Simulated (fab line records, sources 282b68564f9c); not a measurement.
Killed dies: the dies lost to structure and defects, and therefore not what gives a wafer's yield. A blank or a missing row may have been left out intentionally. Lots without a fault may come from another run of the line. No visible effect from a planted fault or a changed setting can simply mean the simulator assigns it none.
Which tool was responsible? || flow ritCmos || 18 wafers from 6 lots sampled at 2 of the route's 202 steps

WHAT THE GAUGES SHOWED, per wafer
RIT_NSD_OVL_MEAS_06.
{"lot": "L372", "measured": "day 3 14:17", "on": "overlay-02", "NSD_OVL (nm)": "-3.1 -2.7 -2.9"}
{"lot": "L375", "measured": "day 4 12:24", "on": "overlay-01", "NSD_OVL (nm)": "- - -"}
{"lot": "L380", "measured": "day 5 08:14", "on": "overlay-02", "NSD_OVL (nm)": "-0.3 0.5 -3.6"}
{"lot": "L386", "measured": "day 6 12:25", "on": "overlay-01", "NSD_OVL (nm)": "-1.2 1.5 0.0"}
{"lot": "L388", "measured": "day 6 23:25", "on": "overlay-02", "NSD_OVL (nm)": "-0.7 -0.9 -0.9"}
{"lot": "L391", "measured": "day 7 20:17", "on": "overlay-01", "NSD_OVL (nm)": "-0.5 -2.2 -2.2"}

EACH LOT AND THE TOOL THAT RAN IT (in order: tool; ch and the chambers of the sampled wafers; start)
{"lot": "L372", "RIT_NSD_EXPOSE_03": "ilineStepper-02 ch 0, day 3 13:53"}
{"lot": "L375", "RIT_NSD_EXPOSE_03": "ilineStepper-01 ch 0, day 4 12:00"}
{"lot": "L380", "RIT_NSD_EXPOSE_03": "ilineStepper-01 ch 0, day 5 07:50"}
{"lot": "L386", "RIT_NSD_EXPOSE_03": "ilineStepper-01 ch 0, day 6 12:02"}
{"lot": "L388", "RIT_NSD_EXPOSE_03": "ilineStepper-02 ch 0, day 6 23:01"}
{"lot": "L391", "RIT_NSD_EXPOSE_03": "ilineStepper-01 ch 0, day 7 19:53"}
- RIT_NSD_EXPOSE_03: exposes mask M9, target cd 40700 nm.

THE ANSWER, worked out from the rows above alone
Rule: the usual values come from the lots themselves. The widest of any qualifying gaps counts: lots, ordered by their means at a reading, are off when they make up no more than a third of the lots, leave a main group of 4 or more, and stand apart from it by 3 or more times the standard deviation of that group's means. If all means in a main group match to the digits the tables above print for the reading, that group is not used. A lot without any number at a reading at which 4 lots or more have one is off too. Any other lot the step has rows for is counted as sound.
Off: L375, at RIT_NSD_OVL_MEAS_06 (NSD_OVL). Without a number there: L375. The main group: mean -1.3 nm, standard deviation 0.99.
A tool fits if, at a process step before that reading, it ran every lot that is off, and no sound lot after the first of them. Those tools and the gauges at RIT_NSD_OVL_MEAS_06 are tried in the same way. Not one of the candidates tried fits.

WHAT THE SIMULATOR HAD PUT IN
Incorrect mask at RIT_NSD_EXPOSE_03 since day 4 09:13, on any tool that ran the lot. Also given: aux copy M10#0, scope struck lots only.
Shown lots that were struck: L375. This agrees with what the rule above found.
